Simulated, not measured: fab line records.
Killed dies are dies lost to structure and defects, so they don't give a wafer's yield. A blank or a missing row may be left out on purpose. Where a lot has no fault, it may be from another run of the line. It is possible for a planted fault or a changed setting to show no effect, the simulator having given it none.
fab line records	flow rit-cmos
[record] lots = 7	wafers = 21	last-day = 7
route steps=202 shown GATE@83
lots untouched by any fault: they come from a run of this same line in which no faults occurred
start-h: the number of hours between the record's first day and the start of the first shown wafer of the lot	wait-h: hours since the lot's step before	" the same as in the row above	L1.1+2: one row covering several wafers at once	- no value, or no start given	* or withheld: withheld	< > ~ a bound
route shown NAME@n: NAME is a module with steps in the file, n the number in the route of the first one	usual: average and standard deviation across the fault-free wafers	same: alike in all rows	chamber/n: place in a boat	sites: the reading at each site	_std_site: the values' standard deviation	_edge_site: mean of outer sites minus mean of inner sites	radius-mm: how far each site lies from the wafer's centre	mask NAME#n: copy n	behind: the last tool/chamber to shape the wafer	hold: reason for holding the lot/hours on hold/outcome of the hold	device: names the non-switching transistor (n, p or np)	end of line: tests of these same wafers at the route's end	where a step has no rows: the recipe by itself	killed: count of dies lost to structure and defects at first sort (not the wafer's yield)	map: a wafer's dies, marking killed ones x, the rest . and places with no die _
set.NAME: the setting the step ran with; set.NAME@STEP: the setting that earlier step ran with	model.NAME: the simulator's own value behind a step, which no gauge read
lots at selected steps of the route; one table per step, one row per wafer
services: when a tool's chamber went out of use (start-h, in hours from the record's first day, below 0 if earlier), for how many hours, and the reason
[[steps]]
[step RIT_GATE_THK_MEAS_07]
[recipe] reads = SiO2_of_GATE_OXIDATION_05
[usual] GATE_OXIDE_THK = 3.04/0.078
lot.wafer	tool	chamber	start-h	wait-h	GATE_OXIDE_THK[nm]
L935.2	film-metro-04	-	39.70	0.0	3.05
L935.5	"	-	"	"	3.03
L935.6	"	-	"	"	3.04
L943.1	film-metro-04	-	78.38	0.0	3.08
L943.2	"	-	"	"	3.06
L943.6	"	-	"	"	3.05
L945.1	film-metro-04	-	90.04	0.0	3.00
L945.3	"	-	"	"	2.94
L945.4	"	-	"	"	3.08
L954.2	film-metro-01	-	136.61	0.0	2.84
L954.4	"	-	"	"	2.86
L954.6	"	-	"	"	2.90
L955.1	film-metro-03	-	139.01	0.0	3.21
L955.2	"	-	"	"	3.17
L955.3	"	-	"	"	3.13
L956.1	film-metro-04	-	144.15	0.0	3.07
L956.2	"	-	"	"	3.06
L956.3	"	-	"	"	3.09
L957.1	film-metro-01	-	148.55	0.0	3.11
L957.3	"	-	"	"	3.13
L957.6	"	-	"	"	3.06
[step RIT_GATE_CVD_08]
[recipe] material = poly-Si	target-thk-nm = 250	temp-c = 610	precursor = SiH4	time-s = 2220	pressure-mtorr = 300	sih4-flow-sccm = 100
[step RIT_GATE_THK_MEAS_09]
[recipe] reads = poly-Si_of_GATE_CVD_08
[usual] GATE_POLY_THK = 251.2/2.2
lot.wafer	tool	chamber	start-h	wait-h	GATE_POLY_THK[nm]
L935.2	film-metro-03	-	41.38	0.0	253.4
L935.5	"	-	"	"	251.5
L935.6	"	-	"	"	251.6
L943.1	film-metro-03	-	80.15	0.0	248.1
L943.2	"	-	"	"	248.3
L943.6	"	-	"	"	246.5
L945.1	film-metro-04	-	91.72	0.0	252.7
L945.3	"	-	"	"	250.4
L945.4	"	-	"	"	251.0
L954.2	film-metro-01	-	138.28	0.0	252.5
L954.4	"	-	"	"	253.2
L954.6	"	-	"	"	251.6
L955.1	film-metro-04	-	140.69	0.0	250.0
L955.2	"	-	"	"	252.2
L955.3	"	-	"	"	249.4
L956.1	film-metro-01	-	145.83	0.0	252.0
L956.2	"	-	"	"	254.1
L956.3	"	-	"	"	251.5
L957.1	film-metro-04	-	150.23	0.0	253.8
L957.3	"	-	"	"	251.7
L957.6	"	-	"	"	252.1
[step RIT_GATE_HMDS_10]
[recipe] prime-time-s = 60	prime-temp-c = 140
[step RIT_GATE_COAT_11]
[recipe] resist = NOVOLAK	spin-rpm = 4250	resist-thk-nm = 850
[step RIT_GATE_SOFTBAKE_12]
[recipe] resist = NOVOLAK	temp-c = 90	time-s = 60
[step RIT_GATE_EXPOSE_13]
[recipe] mask-id = M6	na = 0.6	source-shape = conventional	sigma-outer = 0.6	target-cd-nm = 150	dose-mj = 380
[step RIT_GATE_PEB_14]
[recipe] resist = NOVOLAK	temp-c = withheld	time-s = withheld
[step RIT_GATE_DEVELOP_15]
[recipe] resist = NOVOLAK	develop-time-s = 50	dev-temp-c = 23
[step RIT_GATE_CD_MEAS_16]
[recipe] target-cd-nm = 150
[usual] cd-nm = 150.3/2.8
lot.wafer	tool	chamber	start-h	wait-h	cd-nm
L935.2	cd-sem-02	-	42.42	-	154.1
L935.5	"	-	"	"	153.9
L935.6	"	-	"	"	153.3
L943.1	cd-sem-02	-	81.18	-	145.5
L943.2	"	-	"	"	145.3
L943.6	"	-	"	"	142.6
L945.1	cd-sem-01	-	92.63	-	151.3
L945.3	"	-	"	"	151.7
L945.4	"	-	"	"	153.0
L954.2	cd-sem-02	-	139.20	-	149.7
L954.4	"	-	"	"	152.2
L954.6	"	-	"	"	151.5
L955.1	cd-sem-02	-	141.72	-	153.2
L955.2	"	-	"	"	152.5
L955.3	"	-	"	"	153.4
L956.1	cd-sem-01	-	146.86	-	149.4
L956.2	"	-	"	"	149.0
L956.3	"	-	"	"	148.9
L957.1	cd-sem-02	-	151.28	-	150.3
L957.3	"	-	"	"	151.1
L957.6	"	-	"	"	149.9
[step RIT_GATE_OVL_MEAS_17]
[usual] GATE_OVL = -0.1/1.7
lot.wafer	tool	chamber	start-h	wait-h	GATE_OVL[nm]
L935.2	overlay-01	-	42.53	0.1	0.4
L935.5	"	-	"	"	-1.1
L935.6	"	-	"	"	0.5
L943.1	overlay-01	-	81.30	0.1	-1.1
L943.2	"	-	"	"	-0.9
L943.6	"	-	"	"	-1.7
L945.1	overlay-01	-	92.75	0.1	-5.2
L945.3	"	-	"	"	-2.1
L945.4	"	-	"	"	-1.8
L954.2	overlay-01	-	139.31	0.1	0.8
L954.4	"	-	"	"	0.4
L954.6	"	-	"	"	0.4
L955.1	overlay-02	-	141.84	0.1	-1.2
L955.2	"	-	"	"	0.5
L955.3	"	-	"	"	-1.1
L956.1	overlay-02	-	146.98	0.1	0.4
L956.2	"	-	"	"	-2.5
L956.3	"	-	"	"	-2.8
L957.1	overlay-02	-	151.40	0.1	3.4
L957.3	"	-	"	"	2.3
L957.6	"	-	"	"	2.8
[step RIT_GATE_HARDBAKE_18]
[recipe] resist = NOVOLAK	temp-c = 140	time-s = 60
[step RIT_GATE_ETCH_19]
[recipe] chemistry = SF6/CHF3/O2	time-s = 165	SF6_flow_sccm = 30	CHF3_flow_sccm = 30	O2_flow_sccm = 5	target = poly-Si	pressure-mtorr = 40	rf-w = 160	target-depth-a = 3125	over-etch-frac = 0.25	stop-on = SiO2
[usual] CHF3_flow_sccm = 30.00/0.077	O2_flow_sccm = 5.000/0.015	drypump-motor-current-A = 5.4/0.43	oes-product-au = 0.859/0.0098	over-etch-frac = 0.25/0	throttle-valve-pct = 10.25/0.12
lot.wafer	tool	chamber	start-h	wait-h	CHF3_flow_sccm	O2_flow_sccm	drypump-motor-current-A	oes-product-au	over-etch-frac	rf-hours-counter-h	throttle-valve-pct	model.NOVOLAK_of_GATE_COAT_11.thk-nm
L935.2	rie-si-01	3	42.71	0.1	30.16	5.004	6.2	0.852	0.25	1	10.14	669.8
L935.5	"	0	"	"	30.09	5.001	5.3	0.855	0.25	-	10.27	670.8
L935.6	"	3	"	"	29.99	4.989	6.2	0.848	0.25	-	10.10	669.3
L943.1	rie-si-01	1	81.49	0.1	29.93	4.990	5.6	0.868	0.25	28	10.27	668
L943.2	"	3	"	"	29.92	5.000	6.1	0.844	0.25	1	10.13	672.3
L943.6	"	0	"	"	30.16	5.002	5.3	0.858	0.25	-	10.26	671.6
L945.1	rie-si-01	3	92.93	0.1	30.10	5.011	6.1	0.855	0.25	1	10.13	672
L945.3	"	1	"	"	29.96	4.992	5.6	0.870	0.25	28	10.26	674.1
L945.4	"	0	"	"	30.11	4.974	5.3	0.862	0.25	102	10.26	675.8
L954.2	rie-si-02	1	139.49	0.1	-	-	-	-	-	-	-	747.4
L954.4	"	2	"	"	-	-	-	-	-	-	-	746.4
L954.6	"	2	"	"	-	-	-	-	-	-	-	750.1
L955.1	rie-si-01	0	142.03	0.1	-	-	-	-	-	-	-	750.8
L955.2	"	1	"	"	-	-	-	-	-	-	-	751.5
L955.3	"	2	"	"	-	-	-	-	-	-	-	750
L956.1	rie-si-02	0	147.17	0.1	-	-	-	-	-	-	-	751.5
L956.2	"	1	"	"	-	-	-	-	-	-	-	751.4
L956.3	"	2	"	"	-	-	-	-	-	-	-	751.7
L957.1	rie-si-01	1	151.64	0.1	29.97	5.027	5.6	0.882	0.25	29	10.27	663.6
L957.3	"	0	"	"	30.05	4.980	5.3	0.862	0.25	102	10.26	669.5
L957.6	"	2	"	"	30.06	5.019	5.3	0.855	0.25	-	10.24	669.7
[step RIT_GATE_STRIP_20]
[recipe] chemistry = O2	time-s = 180	resist = NOVOLAK	platen-temp-c = withheld	power-w = 500	pressure-mtorr = 4000	o2-flow-sccm = 4000
[usual] drypump-motor-current-A = 6.0/0.57	o2-flow-sccm = 4000/12
lot.wafer	tool	chamber	start-h	wait-h	drypump-motor-current-A	o2-flow-sccm	rf-hours-counter-h
L935.2	plasma-asher-01	0	42.82	0.1	6.1	4009	38
L935.5	"	1	"	"	6.0	4000	-
L935.6	"	0	"	"	6.1	4004	-
L943.1	plasma-asher-01	1	81.60	0.1	6.0	3998	42
L943.2	"	0	"	"	6.1	4007	42
L943.6	"	1	"	"	6.0	4013	-
L945.1	plasma-asher-02	1	93.04	0.1	5.0	4016	42
L945.3	"	0	"	"	6.8	4002	-
L945.4	"	1	"	"	5.0	4002	-
L954.2	plasma-asher-01	0	139.60	0.1	6.1	4015	49
L954.4	"	0	"	"	6.1	3988	-
L954.6	"	1	"	"	6.0	3979	-
L955.1	plasma-asher-02	1	142.14	0.1	4.9	3999	47
L955.2	"	0	"	"	6.8	4036	47
L955.3	"	1	"	"	4.9	4023	-
L956.1	plasma-asher-04	1	147.28	0.1	6.5	4013	35
L956.2	"	0	"	"	5.9	3994	35
L956.3	"	0	"	"	5.9	4002	-
L957.1	plasma-asher-01	1	151.75	0.1	6.0	4004	50
L957.3	"	1	"	"	6.0	3992	-
L957.6	"	0	"	"	6.1	3980	-
[step RIT_GATE_CD_MEAS_90]
[recipe] target-cd-nm = 150
[usual] cd-nm = 150.4/2.8
lot.wafer	tool	chamber	start-h	wait-h	cd-nm
L935.2	cd-sem-01	-	43.01	0.1	154.2
L935.5	"	-	"	"	153.9
L935.6	"	-	"	"	153.1
L943.1	cd-sem-01	-	81.77	0.1	145.0
L943.2	"	-	"	"	145.4
L943.6	"	-	"	"	142.5
L945.1	cd-sem-02	-	93.22	0.1	151.5
L945.3	"	-	"	"	151.6
L945.4	"	-	"	"	153.0
L954.2	cd-sem-02	-	139.79	0.1	-
L954.4	"	-	"	"	-
L954.6	"	-	"	"	-
L955.1	cd-sem-02	-	142.31	0.1	-
L955.2	"	-	"	"	-
L955.3	"	-	"	"	-
L956.1	cd-sem-02	-	147.45	0.1	-
L956.2	"	-	"	"	-
L956.3	"	-	"	"	-
L957.1	cd-sem-02	-	151.93	0.1	149.4
L957.3	"	-	"	"	151.2
L957.6	"	-	"	"	149.8
[[services]]
tool	chamber	start-h	hours	kind
rie-si-02	2	30.79	34.0	repair
plasma-asher-02	-	50.39	3.1	repair
plasma-asher-04	-	78.37	17.6	repair
rie-si-02	0	93.54	-	clean
rie-si-02	0	93.54	16.8	scheduled-down
rie-si-02	0	93.54	16.8	vent-cycle
rie-si-01	1	95.63	3.2	repair
plasma-asher-02	-	111.69	0.8	repair
plasma-asher-01	-	122.12	4.2	pm
rie-si-01	0	126.56	5.2	repair
rie-si-01	-	142.96	2.8	pm
[[key]]
[first-sign] step = RIT_GATE_ETCH_19	reading = tool-record	direction = missing
[effect] step = RIT_GATE_CD_MEAS_90	reading = cd-nm	direction = missing
[model-effect] step = RIT_GATE_ETCH_19	value = NOVOLAK_of_GATE_COAT_11.thk-nm	without = 669.8	struck = 750.1
met-at RIT_GATE_ETCH_19
struck-wafers L954.2,L954.4,L954.6,L955.1,L955.2,L955.3,L956.1,L956.2,L956.3
later-rows-left-out L954.2,L954.4,L954.6,L955.1,L955.2,L955.3,L956.1,L956.2,L956.3
sort-left-out L954.2,L954.4,L954.6,L955.1,L955.2,L955.3,L956.1,L956.2,L956.3
tester-left-out L954,L955,L956
onset-between 92.93 139.49
[fault] kind = skipped-step-whole	tool = rie-si-01,rie-si-02	chamber = -	onset-h = 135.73	steps = RIT_GATE_ETCH_19	scope = struck-lots-only
// tester-left-out: of these lots the tester's yield and bins aren't shown, on N5 and GAA mostly nor the transistor test; their killed dies are dies lost to structure and defects alone, not to doping, threshold or leakage, so they don't give the yield
// sort-left-out: the simulated sort isn't trusted on such a fault, so these wafers' sort isn't shown, and their yield isn't known
// later-rows-left-out: the simulator's readings of these wafers behind a module that went badly wrong aren't trusted and aren't shown, but for the sort
